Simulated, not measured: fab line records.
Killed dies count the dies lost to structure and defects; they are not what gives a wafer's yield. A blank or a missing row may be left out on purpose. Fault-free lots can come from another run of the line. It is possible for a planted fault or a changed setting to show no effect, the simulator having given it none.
Split-lot experiment | flow rit cmos | 23 wafers read across 5 lots, on a route 202 steps long

THE SPLIT
At RIT_CONTACT_DEVELOP_07 (develop time 120 s), the setting develop time s was moved away from the recipe's 120 s on 8 of the 23 wafers read, by -4.2% to +13.5%. For the rest of the wafers, this setting stayed at what the recipe calls for.

FROM THE SPLIT TO THE READING: what the file shows between them, 4 steps
- RIT_CONTACT_CD_MEAS_08: target cd 1000 nm
- RIT_CONTACT_HARDBAKE_10: time 60 s
- RIT_CONTACT_ETCH_11: etches SiO2 in CHF3/CF4/Ar, stops on TiSi2, target depth 480 nm, time 320 s
- RIT_CONTACT_STRIP_12: strips in O2, time 180 s

THE READING
Shown in nm: cd nm at RIT_CONTACT_CD_MEAS_90, with target cd 1000 nm. A value of 999.6 nm with a standard deviation of 2.4 nm is what fault-free wafers of this fab line usually give.

wafer  | tool, chamber at the split | develop time s as run, s | against the recipe | cd nm, nm | against lot-mates on the recipe
L074.1 | litho track-01, 0          | 114.9                    | -4.2%              | 995.7     | -2.5
L074.2 | litho track-01, 0          | 120                      | recipe             | 998.6     | -
L074.3 | litho track-01, 0          | 114.9                    | -4.2%              | 992.3     | -5.9
L074.4 | litho track-01, 0          | 114.9                    | -4.2%              | 993.1     | -5.1
L074.6 | litho track-01, 0          | 120                      | recipe             | 997.8     | -
L076.1 | litho track-01, 0          | 120                      | recipe             | 1003.7    | -
L076.2 | litho track-01, 0          | 120                      | recipe             | 1006.2    | -
L076.4 | litho track-01, 0          | 136.2                    | +13.5%             | 1014.6    | +9.8
L076.5 | litho track-01, 0          | 120                      | recipe             | 1004.4    | -
L076.6 | litho track-01, 0          | 136.2                    | +13.5%             | 1018.5    | +13.7
L078.1 | litho track-02, 0          | 120                      | recipe             | 1000.0    | -
L078.2 | litho track-02, 0          | 120                      | recipe             | 996.8     | -
L078.3 | litho track-02, 0          | 120                      | recipe             | 1000.3    | -
L079.1 | litho track-02, 0          | 120                      | recipe             | 996.8     | -
L079.2 | litho track-02, 0          | 120                      | recipe             | 999.4     | -
L079.4 | litho track-02, 0          | 120                      | recipe             | 996.8     | -
L079.5 | litho track-02, 0          | 120                      | recipe             | 998.8     | -
L079.6 | litho track-02, 0          | 120                      | recipe             | 997.9     | -
L084.1 | litho track-03, 0          | 120                      | recipe             | 1000.4    | -
L084.2 | litho track-03, 0          | 135.9                    | +13.3%             | 1009.5    | +7.4
L084.4 | litho track-03, 0          | 135.9                    | +13.3%             | 1011.8    | +9.7
L084.5 | litho track-03, 0          | 135.9                    | +13.3%             | 1009.3    | +7.2
L084.6 | litho track-03, 0          | 120                      | recipe             | 1003.8    | -

THE FIT
A straight line over all 23 wafers: cd nm changes by +1.01 nm for each +1% of develop time s; r = +0.90; the points scatter about the line by 3.1 nm.
The same after taking each lot's own level away (the mean of its wafers on the recipe; 23 wafers): +0.754 nm for each +1%; r = +0.94; scatter 1.7 nm.
That fit puts the effect of the largest move of develop time s on the reading at 10 nm.
Measured against the standard deviation above, the lots' own levels, which go from 997.94 to 1004.77 nm, span 2.8 times it.
Hence the slope depends on the lot-to-lot level, as the two fits are not the same.
Check: +9.91 nm against its lot-mates is what the line predicts for one of the wafers moved furthest among these (+13.5%) when that wafer is left out of the fit. It came out at +9.83 nm against them.

OTHER SPLITS APPLIED TO THESE WAFERS
Before the reading, these wafers also passed through other splits. Each is held against what the fit with the lots' levels taken away leaves over:
other split on the same wafers   | wafers away from the commonest value | r with cd nm (lot level and that fit taken away)
RIT_GATE_ETCH_19 time s          | 10                                   | -0.11
RIT_SPACER_CVD_03 pressure mtorr | 18                                   | -0.34
RIT_NSD_IMPLANT_08 energy kev    | 7                                    | -0.36
RIT_PSD_COAT_01 resist thk nm    | 8                                    | +0.10
RIT_PSD_HARDBAKE_07 temp c       | 8                                    | -0.09
RIT_CONTACT_COAT_03 spin rpm     | 8                                    | +0.64

THE WHOLE CHAIN: every reading that the file lists as answering this split, in the file's order
step                   | what it does                                                                | reading                                                        | change (the file's fit)               | r (the file's)
RIT_CONTACT_CD_MEAS_08 | target cd 1000 nm                                                           | cd nm                                                          | +0.722 nm for each +1% of the setting | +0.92
RIT_CONTACT_ETCH_11    | etches SiO2 in CHF3/CF4/Ar, stops on TiSi2, target depth 480 nm, time 320 s | CONTACT.cd nm (the simulator's own value, which no gauge read) | +0.743 nm for each +1% of the setting | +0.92
RIT_CONTACT_CD_MEAS_90 | target cd 1000 nm                                                           | cd nm                                                          | +0.759 nm for each +1% of the setting | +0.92

THE FILE'S OWN FIT
cd nm changes by +0.759 nm for each +1% of develop time s, r = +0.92.
